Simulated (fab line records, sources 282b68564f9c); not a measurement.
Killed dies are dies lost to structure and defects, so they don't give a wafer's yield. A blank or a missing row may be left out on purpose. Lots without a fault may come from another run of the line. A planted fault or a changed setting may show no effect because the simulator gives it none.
One fault seen from 2 desks | flow rit_cmos | each desk has only its own numbers; what lay behind them comes last

THE TOOL OWNER'S DESK: rie_metal-01
The tool's own readings at RIT_M1_METAL_ETCH_12 (etches Al in Cl2/BCl3, stops on SiO2, time 165 s, target depth 600 nm): means of the sampled wafers that have a number, for each lot that ran on this tool. A lot is out of limits, marked OUT, if its mean lies more than 4 standard deviations from the usual mean; the brackets give that distance.
Columns: A = chamber_pressure_mTorr at RIT_M1_METAL_ETCH_12, usual 100.00 mTorr; B = drypump_motor_current_A at RIT_M1_METAL_ETCH_12, usual 5.71 A; C = oes_product_au at RIT_M1_METAL_ETCH_12, usual 0.778 a.u.; D = run_length_s at RIT_M1_METAL_ETCH_12, usual 193.6 s; E = throttle_valve_pct at RIT_M1_METAL_ETCH_12, usual 8.27 %
lot  | first seen here | A      | B    | C               | D                       | E
L869 | day 4 11:33     | 100.01 | 5.72 | 0.772           | 193.8                   | 8.23
L880 | day 7 00:41     | 100.01 | 5.81 | 0.965 (+17) OUT | 152.4 (-99 or more) OUT | 8.05
L882 | day 7 09:21     | 100.15 | 5.74 | 0.997 (+20) OUT | 152.2 (-99 or more) OUT | 8.18
This desk's finding: out of limits on L880, L882; first on L880, day 7 00:41 (oes_product_au at RIT_M1_METAL_ETCH_12). In limits: L869.

THE METROLOGY DESK
What the gauges read, lot by lot, whatever tool the lot ran on: means of the sampled wafers that have a number. A lot is out of limits, marked OUT, if its mean lies more than 4 standard deviations from the usual mean; the brackets give that distance.
Columns: A = M1_AL_RS at RIT_M1_RS_MEAS_01, usual 0.0735 ohm/sq; B = M1_AL_THK at RIT_M1_THK_MEAS_02, usual 389 nm; C = cd_nm at RIT_M1_CD_MEAS_09, usual 2599.4 nm; D = M1_OVL at RIT_M1_OVL_MEAS_10, usual -0.4 nm
lot  | first seen here | A      | B   | C      | D
L869 | day 4 09:59     | 0.0746 | 383 | 2597.9 | 0.7
L876 | day 6 04:14     | 0.0721 | 398 | 2599.9 | -2.8
L880 | day 6 23:14     | 0.0733 | 392 | 2599.9 | -0.8
L882 | day 7 07:34     | 0.0731 | 388 | 2599.4 | -0.6
L886 | day 7 23:02     | 0.0737 | 388 | 2596.5 | -0.6
L887 | day 8 03:43     | 0.0737 | 390 | 2598.4 | 2.0
This desk's finding: nothing out of limits on any of the 6 lots.

PUT TOGETHER
The tool owner's desk could have raised an alarm at day 7 00:41, on L880, L882.
The metrology desk saw nothing out of limits.
The metrology desk has L880, L882 on record, within its limits.
Of the lots named, all ran RIT_M1_METAL_ETCH_12 on rie_metal-01.

WHAT THE SIMULATOR HAD PUT IN
Process parameter drift: rie_metal-01, from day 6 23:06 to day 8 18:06, at RIT_M1_METAL_ETCH_12. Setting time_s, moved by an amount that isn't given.
Lots struck among those shown: L880, L882.
Hours from the fault's start to each desk's first reading out of limits: the tool owner's desk, 2.
